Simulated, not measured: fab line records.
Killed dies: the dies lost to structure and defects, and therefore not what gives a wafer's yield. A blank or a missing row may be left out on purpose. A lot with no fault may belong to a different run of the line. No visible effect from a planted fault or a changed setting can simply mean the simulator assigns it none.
Which tool is to blame? || flow rit-cmos || 14 lots, 42 wafers sampled, at 2 steps of a route of 202

WHAT EACH GAUGE READ, for each wafer
The record lacks any reading of a measuring or inspecting step that a usual standard deviation could be used to judge.

EACH LOT AND THE TOOL THAT RAN IT (in order: tool; ch and the chambers of the sampled wafers; start)
{"lot": "L474", "RIT_M1_SOFTBAKE_05": "litho-track-01 ch 0, day 3 06:07", "RIT_M1_PROBE_99": "-"}
{"lot": "L475", "RIT_M1_SOFTBAKE_05": "litho-track-01 ch 0, day 3 12:31", "RIT_M1_PROBE_99": "-"}
{"lot": "L476", "RIT_M1_SOFTBAKE_05": "litho-track-01 ch 0, day 3 16:13", "RIT_M1_PROBE_99": "-"}
{"lot": "L477", "RIT_M1_SOFTBAKE_05": "litho-track-02 ch 0, day 3 20:18", "RIT_M1_PROBE_99": "prober-02, day 4 00:52"}
{"lot": "L478", "RIT_M1_SOFTBAKE_05": "litho-track-03 ch 0, day 4 03:02", "RIT_M1_PROBE_99": "prober-01, day 4 06:35"}
{"lot": "L479", "RIT_M1_SOFTBAKE_05": "litho-track-01 ch 0, day 4 11:37", "RIT_M1_PROBE_99": "-"}
{"lot": "L480", "RIT_M1_SOFTBAKE_05": "litho-track-03 ch 0, day 4 15:08", "RIT_M1_PROBE_99": "prober-01, day 4 18:44"}
{"lot": "L481", "RIT_M1_SOFTBAKE_05": "litho-track-01 ch 0, day 4 18:35", "RIT_M1_PROBE_99": "-"}
{"lot": "L485", "RIT_M1_SOFTBAKE_05": "litho-track-02 ch 0, day 5 18:26", "RIT_M1_PROBE_99": "prober-02, day 5 22:40"}
{"lot": "L488", "RIT_M1_SOFTBAKE_05": "litho-track-02 ch 0, day 6 09:10", "RIT_M1_PROBE_99": "prober-01, day 6 15:52"}
{"lot": "L493", "RIT_M1_SOFTBAKE_05": "litho-track-03 ch 0, day 7 07:25", "RIT_M1_PROBE_99": "-"}
{"lot": "L494", "RIT_M1_SOFTBAKE_05": "litho-track-03 ch 0, day 7 15:02", "RIT_M1_PROBE_99": "prober-01, day 7 19:38"}
{"lot": "L496", "RIT_M1_SOFTBAKE_05": "litho-track-03 ch 0, day 8 00:18", "RIT_M1_PROBE_99": "-"}
{"lot": "L497", "RIT_M1_SOFTBAKE_05": "litho-track-03 ch 0, day 8 05:58", "RIT_M1_PROBE_99": "-"}
- RIT_M1_SOFTBAKE_05: time 60 s.
- RIT_M1_PROBE_99

AS READ BY THE TOOLS THEMSELVES (means over the sampled wafers that have a number; for cases with no such wafer, the mark the record gives instead)
RIT_M1_SOFTBAKE_05.
{"lot": "L474", "tool": "litho-track-01", "chill-plate-temp-C (C)": 23.11, "heater-power-total-W (W)": 34.57, "plate-temp-C (C)": 90.07}
{"lot": "L475", "tool": "litho-track-01", "chill-plate-temp-C (C)": 23.05, "heater-power-total-W (W)": 34.55, "plate-temp-C (C)": 89.91}
{"lot": "L476", "tool": "litho-track-01", "chill-plate-temp-C (C)": 22.99, "heater-power-total-W (W)": 34.59, "plate-temp-C (C)": 89.92}
{"lot": "L477", "tool": "litho-track-02", "chill-plate-temp-C (C)": 23.01, "heater-power-total-W (W)": 34.60, "plate-temp-C (C)": 90.01}
{"lot": "L478", "tool": "litho-track-03", "chill-plate-temp-C (C)": 23.03, "heater-power-total-W (W)": 34.60, "plate-temp-C (C)": 90.11}
{"lot": "L479", "tool": "litho-track-01", "chill-plate-temp-C (C)": 22.86, "heater-power-total-W (W)": 34.56, "plate-temp-C (C)": 89.95}
{"lot": "L480", "tool": "litho-track-03", "chill-plate-temp-C (C)": 23.11, "heater-power-total-W (W)": 34.51, "plate-temp-C (C)": 89.87}
{"lot": "L481", "tool": "litho-track-01", "chill-plate-temp-C (C)": 23.09, "heater-power-total-W (W)": 34.54, "plate-temp-C (C)": 89.92}
{"lot": "L485", "tool": "litho-track-02", "chill-plate-temp-C (C)": 23.06, "heater-power-total-W (W)": 33.50, "plate-temp-C (C)": 87.99}
{"lot": "L488", "tool": "litho-track-02", "chill-plate-temp-C (C)": 23.02, "heater-power-total-W (W)": 33.54, "plate-temp-C (C)": 87.99}
{"lot": "L493", "tool": "litho-track-03", "chill-plate-temp-C (C)": 22.96, "heater-power-total-W (W)": 34.55, "plate-temp-C (C)": 89.97}
{"lot": "L494", "tool": "litho-track-03", "chill-plate-temp-C (C)": 22.99, "heater-power-total-W (W)": 34.59, "plate-temp-C (C)": 90.09}
{"lot": "L496", "tool": "litho-track-03", "chill-plate-temp-C (C)": 23.03, "heater-power-total-W (W)": 34.59, "plate-temp-C (C)": 90.19}
{"lot": "L497", "tool": "litho-track-03", "chill-plate-temp-C (C)": 23.09, "heater-power-total-W (W)": 34.61, "plate-temp-C (C)": 90.02}

RIT_M1_PROBE_99.
{"lot": "L477", "tool": "prober-02", "defect-limited-yield (%)": 99.0, "killed_at_M0_to_M3": 0.0, "killed-at-contacts": 0.3, "killed-at-front-end": 2.3, "killed-dies": 2.7, "killed-open": 2.0, "killed-short": 0.7, "sort_bin_3_pad_short (%)": 0.0, "sort_bin_5_function (%)": 0.8, "sort_bin_6_memory (%)": 0.3, "sort-n-pass": 261.3, "sort-yield-pct (%)": 99.0}
{"lot": "L478", "tool": "prober-01", "defect-limited-yield (%)": 97.5, "killed_at_M0_to_M3": 0.0, "killed-at-contacts": 0.0, "killed-at-front-end": 6.7, "killed-dies": 6.7, "killed-open": 4.0, "killed-short": 2.7, "sort_bin_3_pad_short (%)": 0.1, "sort_bin_5_function (%)": 1.4, "sort_bin_6_memory (%)": 1.0, "sort-n-pass": 257.3, "sort-yield-pct (%)": 97.5}
{"lot": "L480", "tool": "prober-01", "defect-limited-yield (%)": 97.0, "killed_at_M0_to_M3": 0.0, "killed-at-contacts": 0.3, "killed-at-front-end": 7.7, "killed-dies": 8.0, "killed-open": 6.0, "killed-short": 2.0, "sort_bin_3_pad_short (%)": 0.0, "sort_bin_5_function (%)": 1.5, "sort_bin_6_memory (%)": 1.5, "sort-n-pass": 256.0, "sort-yield-pct (%)": 97.0}
{"lot": "L485", "tool": "prober-02", "defect-limited-yield (%)": 97.8, "killed_at_M0_to_M3": 0.0, "killed-at-contacts": 0.0, "killed-at-front-end": 5.7, "killed-dies": 5.7, "killed-open": 3.0, "killed-short": 2.7, "sort_bin_3_pad_short (%)": 0.0, "sort_bin_5_function (%)": 1.1, "sort_bin_6_memory (%)": 1.0, "sort-n-pass": 258.3, "sort-yield-pct (%)": 97.8}
{"lot": "L488", "tool": "prober-01", "defect-limited-yield (%)": 96.6, "killed_at_M0_to_M3": 0.0, "killed-at-contacts": 0.3, "killed-at-front-end": 8.7, "killed-dies": 9.0, "killed-open": 5.0, "killed-short": 4.0, "sort_bin_3_pad_short (%)": 0.1, "sort_bin_5_function (%)": 1.8, "sort_bin_6_memory (%)": 1.5, "sort-n-pass": 255.0, "sort-yield-pct (%)": 96.6}
{"lot": "L494", "tool": "prober-01", "defect-limited-yield (%)": 96.6, "killed_at_M0_to_M3": 0.0, "killed-at-contacts": 0.0, "killed-at-front-end": 9.0, "killed-dies": 9.0, "killed-open": 3.3, "killed-short": 5.7, "sort_bin_3_pad_short (%)": 0.3, "sort_bin_5_function (%)": 1.9, "sort_bin_6_memory (%)": 1.2, "sort-n-pass": 255.0, "sort-yield-pct (%)": 96.6}

THE ANSWER, worked out from the rows above alone
Rule: what is usual is taken from the lots themselves. Put in order of their means at a reading, lots are off if they are a third of the lots or fewer, leave a main group of 4 or more, and stand apart from it by a gap of 3 or more times the standard deviation of the main group's means; of several such gaps the widest counts. Not used: any main group whose means are identical at the precision the tables above print for the reading. A lot without any number at a reading at which 4 lots or more have one is off too. All remaining lots with rows at the step are treated as sound. The gauges are gone through in route order, then the tools' own readings, and for those a lot's mean is taken as printed above. The first step at which some lot is off is used, and at that step the reading that is off furthest; a lot without a number counts as furthest.
Off at RIT_M1_SOFTBAKE_05 (heater-power-total-W): L485, L488. Mean 34.57 W and standard deviation 0.029 in the main group.
A tool fits if, at that step or a process step before it, it ran every lot that is off, and no sound lot after the first of them. One candidate fits, namely litho-track-02 at RIT_M1_SOFTBAKE_05. Its last sound lot is L477 (day 3 20:18), its first lot that is off L485 (day 5 18:26): a fault that began between those two fits.
The tool's own readings at RIT_M1_SOFTBAKE_05 bear it out: on the lots that are off they differ by more than 5 times the standard deviation of the sound lots' means. heater-power-total-W reads 33.52 W there against 34.57 W on the sound lots; plate-temp-C reads 87.99 C there against 90.00 C on the sound lots.

WHAT WAS PUT IN BY THE SIMULATOR
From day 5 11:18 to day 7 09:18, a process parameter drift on litho-track-02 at RIT_M1_SOFTBAKE_05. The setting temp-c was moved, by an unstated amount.
Struck lots among those shown: L485, L488. Same finding as the rule above.
